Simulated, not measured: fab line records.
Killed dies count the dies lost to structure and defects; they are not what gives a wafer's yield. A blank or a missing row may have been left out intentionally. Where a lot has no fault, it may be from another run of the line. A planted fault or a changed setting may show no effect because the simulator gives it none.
Which tool is to blame? ; flow rit cmos ; 12 lots, 36 wafers sampled, at 6 steps of a route of 202

== WHAT THE GAUGES READ, wafer by wafer ==
RIT_NWELL_OVL_MEAS_06. Usual: NWELL_OVL gives 0.6 nm (standard deviation 1.4).
lot;measured;on;NWELL_OVL (nm);flag
L169;day 1 20:24;overlay-02;0.9 0.8 0.5;
L172;day 2 11:28;overlay-02;0.4 1.7 0.9;
L173;day 2 16:16;overlay-01;-0.1 1.1 -0.4;
L174;day 2 21:23;overlay-01;0.5 -0.2 -1.4;
L177;day 3 22:30;overlay-01;0.4 -1.2 -0.8;
L179;day 4 01:41;overlay-01;1.8 0.8 0.4;
L183;day 4 18:31;overlay-02;-0.8 -2.0 -1.2;
L184;day 5 01:26;overlay-02;1.9 0.7 1.8;
L186;day 5 10:21;overlay-02;2.0 1.7 2.4;
L189;day 6 00:34;overlay-02;0.6 0.9 0.0;
L190;day 6 06:40;overlay-01;-0.1 -0.5 1.3;
L192;day 6 16:19;overlay-01;1.8 -0.1 1.4;

RIT_PRETRO_OVL_MEAS_06. Usual: PRETRO_OVL gives -0.4 nm (standard deviation 1.2).
lot;measured;on;PRETRO_OVL (nm);flag
L169;day 2 06:39;overlay-02;-1.0 -0.5 -0.9;
L172;day 2 22:08;overlay-02;-0.7 -0.7 -0.2;
L173;day 3 02:34;overlay-01;2.5 0.2 0.2;
L174;day 3 08:41;overlay-01;0.1 0.3 0.4;
L177;day 4 09:05;overlay-02;-0.8 -2.0 0.1;
L179;day 4 12:58;overlay-02;0.6 -0.4 -0.3;
L183;day 5 06:08;overlay-02;-2.3 0.9 -1.3;
L184;day 5 11:30;overlay-01;0.5 0.5 -1.2;
L186;day 5 20:56;overlay-01;-1.0 -1.5 -1.1;
L189;day 6 11:20;overlay-01;-0.1 -1.4 -0.5;
L190;day 6 17:01;overlay-01;0.1 -0.3 -0.1;
L192;day 7 03:00;overlay-01;-0.5 -0.4 -1.3;

RIT_M1_RS_MEAS_01: measurement is done with a four-point probe. Usual: M1_AL_RS gives 0.0732 ohm/sq (standard deviation 0.0011).
lot;measured;on;M1_AL_RS (ohm/sq);flag
L169;day 3 05:17;film metro-02;0.0734 0.0735 0.0717;
L172;day 3 21:46;film metro-01;0.0726 0.0738 0.0739;
L173;day 4 05:37;film metro-01;0.0736 0.0736 0.0735;
L174;day 4 12:47;film metro-01;0.0704 0.0712 0.0715;
L177;day 5 07:58;film metro-03;0.0723 0.0731 0.0747;
L179;day 5 13:35;film metro-03;0.0724 0.0740 0.0725;
L183;day 6 05:52;film metro-03;0.0829 0.0843 0.0854;OFF
L184;day 6 09:06;film metro-02;0.0736 0.0737 0.0734;
L186;day 6 20:03;film metro-01;0.0730 0.0725 0.0737;
L189;day 7 08:50;film metro-01;0.0740 0.0738 0.0727;
L190;day 7 15:19;film metro-01;0.0725 0.0714 0.0722;
L192;day 8 04:29;film metro-01;0.0739 0.0743 0.0733;

RIT_M1_THK_MEAS_02: measures by xrf. Usual: M1_AL_THK gives 408 nm (standard deviation 6.2).
lot;measured;on;M1_AL_THK (nm);flag
L169;day 3 05:23;film metro-02;410 408 417;
L172;day 3 21:53;film metro-01;411 409 403;
L173;day 4 05:44;film metro-01;404 403 405;
L174;day 4 12:54;film metro-01;423 418 413;
L177;day 5 08:05;film metro-03;409 405 397;
L179;day 5 13:43;film metro-03;410 400 410;
L183;day 6 05:59;film metro-03;361 355 348;OFF
L184;day 6 09:13;film metro-02;403 405 407;
L186;day 6 20:09;film metro-01;412 413 405;
L189;day 7 08:58;film metro-01;404 406 415;
L190;day 7 15:26;film metro-01;414 419 415;
L192;day 8 04:36;film metro-01;403 401 405;

== WHICH TOOL RAN EACH LOT (tool, then ch and the chambers of the sampled wafers, then the start) ==
lot;RIT_CONTACT_ETCH_11;RIT_M1_SPUTTER_00
L169;rie diel-01 ch 0,2, day 3 03:56;pvd sputter-02, day 3 04:57
L172;rie diel-01 ch 2,3, day 3 20:38;pvd sputter-01, day 3 21:28
L173;rie diel-03 ch 1,2, day 4 04:29;pvd sputter-02, day 4 05:19
L174;rie diel-01 ch 0,1, day 4 11:38;pvd sputter-01, day 4 12:29
L177;rie diel-03 ch 1,3, day 5 06:50;pvd sputter-02, day 5 07:41
L179;rie diel-03 ch 0,1,2, day 5 12:28;pvd sputter-02, day 5 13:18
L183;rie diel-01 ch 0,2,3, day 6 04:43;pvd sputter-02, day 6 05:34
L184;rie diel-03 ch 1,2,3, day 6 07:51;pvd sputter-03, day 6 08:48
L186;rie diel-04 ch 0,1,3, day 6 18:50;pvd sputter-01, day 6 19:43
L189;rie diel-04 ch 0,1, day 7 07:41;pvd sputter-03, day 7 08:33
L190;rie diel-04 ch 2,3, day 7 14:11;pvd sputter-01, day 7 15:01
L192;rie diel-03 ch 0,1,3, day 8 03:20;pvd sputter-03, day 8 04:11
- RIT_CONTACT_ETCH_11: etches SiO2 in CHF3/CF4/Ar, stops on TiSi2, target depth 480 nm, time 320 s.
- RIT_M1_SPUTTER_00: material Al, target thk 400 nm, time 500 s.

== WHAT THE TOOLS THEMSELVES READ (means of the sampled wafers that have a number; where no wafer has one, the mark that the record gives instead) ==
RIT_CONTACT_ETCH_11. Usual: CHF3_flow_sccm 50.02 sccm, standard deviation 0.14; drypump motor current A 5.51 A, standard deviation 0.3; oes product au 0.990 a.u., standard deviation 0.013; rf fwd power W 199.5 W, standard deviation 0.56; throttle valve pct 8.89 %, standard deviation 0.15.
lot;tool;CHF3_flow_sccm (sccm);drypump motor current A (A);oes product au (a.u.);rf fwd power W (W);throttle valve pct (%);flag
L169;rie diel-01;50.13;5.07;0.989;199.4;8.93;
L172;rie diel-01;50.14;5.46;0.983;199.2;8.94;
L173;rie diel-03;50.01;5.49;0.982;199.9;8.93;
L174;rie diel-01;50.07;5.38;0.976;199.8;9.03;
L177;rie diel-03;50.08;5.36;1.000;199.7;8.91;
L179;rie diel-03;50.03;5.62;0.989;199.7;8.96;
L183;rie diel-01;49.99;5.28;0.988;198.9;8.91;
L184;rie diel-03;49.96;5.53;0.992;199.7;8.89;
L186;rie diel-04;49.92;5.73;0.980;199.6;8.76;
L189;rie diel-04;49.99;5.95;0.976;199.0;8.66;
L190;rie diel-04;49.87;5.36;0.998;200.5;8.73;
L192;rie diel-03;50.15;5.43;0.997;199.8;8.99;

RIT_M1_SPUTTER_00. Usual: 30.6 % for throttle valve pct, sd 1.2.
lot;tool;throttle valve pct (%);flag
L169;pvd sputter-02;30.7;
L172;pvd sputter-01;30.2;
L173;pvd sputter-02;31.0;
L174;pvd sputter-01;30.8;
L177;pvd sputter-02;30.6;
L179;pvd sputter-02;30.8;
L183;pvd sputter-02;31.2;
L184;pvd sputter-03;30.3;
L186;pvd sputter-01;30.3;
L189;pvd sputter-03;30.4;
L190;pvd sputter-01;30.2;
L192;pvd sputter-03;30.2;

== THE ANSWER, worked out from the rows above alone ==
Rule: lot off if the mean of its wafers having a number is beyond 3 standard deviations from the usual mean. Also off: a lot with no number at a reading for which 4 or more lots have one. Any other lot the step has rows for is counted as sound. Order of review: gauges by route order, followed by the tools' own readings, for which a lot's mean as printed above is used. The first step at which some lot is off is used, and at that step the reading that is off furthest; a lot without a number counts as furthest.
Off: L183, at RIT_M1_RS_MEAS_01 (M1_AL_RS).
A tool fits if, at a process step before that reading, it ran every lot that is off, and no sound lot after the first of them. The gauges at RIT_M1_RS_MEAS_01 are tried like those tools. Can't be told from this: 3 tools fit, rie diel-01 at RIT_CONTACT_ETCH_11, pvd sputter-02 at RIT_M1_SPUTTER_00, film metro-03 at RIT_M1_RS_MEAS_01.

== WHAT THE SIMULATOR PUT IN ==
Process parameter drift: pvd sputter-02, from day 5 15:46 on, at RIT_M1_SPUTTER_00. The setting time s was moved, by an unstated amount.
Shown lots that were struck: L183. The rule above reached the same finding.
